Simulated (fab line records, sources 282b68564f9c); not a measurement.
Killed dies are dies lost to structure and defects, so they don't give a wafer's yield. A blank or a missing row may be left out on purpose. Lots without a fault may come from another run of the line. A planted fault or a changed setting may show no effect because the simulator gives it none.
Which tool did it? | flow rit_cmos | 14 lots, 42 wafers sampled, at 1 step of a route of 202

WHAT THE GAUGES READ, wafer by wafer
The record holds no reading of a measuring or inspecting step that can be judged against a usual standard deviation.

WHICH TOOL RAN EACH LOT (tool, then ch and the chambers of the sampled wafers, then the start)
lot  | RIT_PRETRO_DEVELOP_05
L261 | litho_track-04 ch 0, day 2 16:00
L264 | litho_track-02 ch 0, day 3 07:00
L265 | litho_track-03 ch 0, day 3 13:00
L268 | litho_track-02, day 4 07:00
L269 | litho_track-04, day 4 12:00
L274 | litho_track-02 ch 0, day 5 09:00
L275 | litho_track-03 ch 0, day 5 14:00
L276 | litho_track-03 ch 0, day 5 20:00
L277 | litho_track-04 ch 0, day 6 00:00
L278 | litho_track-04 ch 0, day 6 03:00
L280 | litho_track-02 ch 0, day 6 13:00
L281 | litho_track-02 ch 0, day 6 19:00
L282 | litho_track-02 ch 0, day 7 00:00
L283 | litho_track-04 ch 0, day 7 05:00
- RIT_PRETRO_DEVELOP_05: develop time 68 s.

WHAT THE TOOLS THEMSELVES READ (means of the sampled wafers that have a number; where no wafer has one, the mark that the record gives instead)
RIT_PRETRO_DEVELOP_05. Usual: chill_plate_temp_C 23.00 C, standard deviation 0.11.
lot  | tool           | chill_plate_temp_C (C) | flag
L261 | litho_track-04 | 22.92                  |
L264 | litho_track-02 | 23.11                  |
L265 | litho_track-03 | 22.88                  |
L268 | litho_track-02 | -                      | OFF
L269 | litho_track-04 | -                      | OFF
L274 | litho_track-02 | 23.07                  |
L275 | litho_track-03 | 23.10                  |
L276 | litho_track-03 | 22.98                  |
L277 | litho_track-04 | 22.92                  |
L278 | litho_track-04 | 22.90                  |
L280 | litho_track-02 | 23.11                  |
L281 | litho_track-02 | 22.95                  |
L282 | litho_track-02 | 22.89                  |
L283 | litho_track-04 | 23.07                  |

THE ANSWER, worked out from the rows above alone
Rule: a lot is off if the mean of its wafers that have a number lies more than 3 standard deviations from the usual mean. A lot without any number at a reading at which 4 lots or more have one is off too. The other lots that the step has rows for count as sound. The gauges are gone through in route order, then the tools' own readings, and for those a lot's mean is taken as printed above. The first step at which some lot is off is used, and at that step the reading that is off furthest; a lot without a number counts as furthest.
Off: L268, L269, at RIT_PRETRO_DEVELOP_05 (chill_plate_temp_C). Without a number there: L268, L269.
A tool fits if, at that step or a process step before it, it ran every lot that is off, and no sound lot after the first of them. None of those tried fits.

WHAT THE SIMULATOR HAD PUT IN
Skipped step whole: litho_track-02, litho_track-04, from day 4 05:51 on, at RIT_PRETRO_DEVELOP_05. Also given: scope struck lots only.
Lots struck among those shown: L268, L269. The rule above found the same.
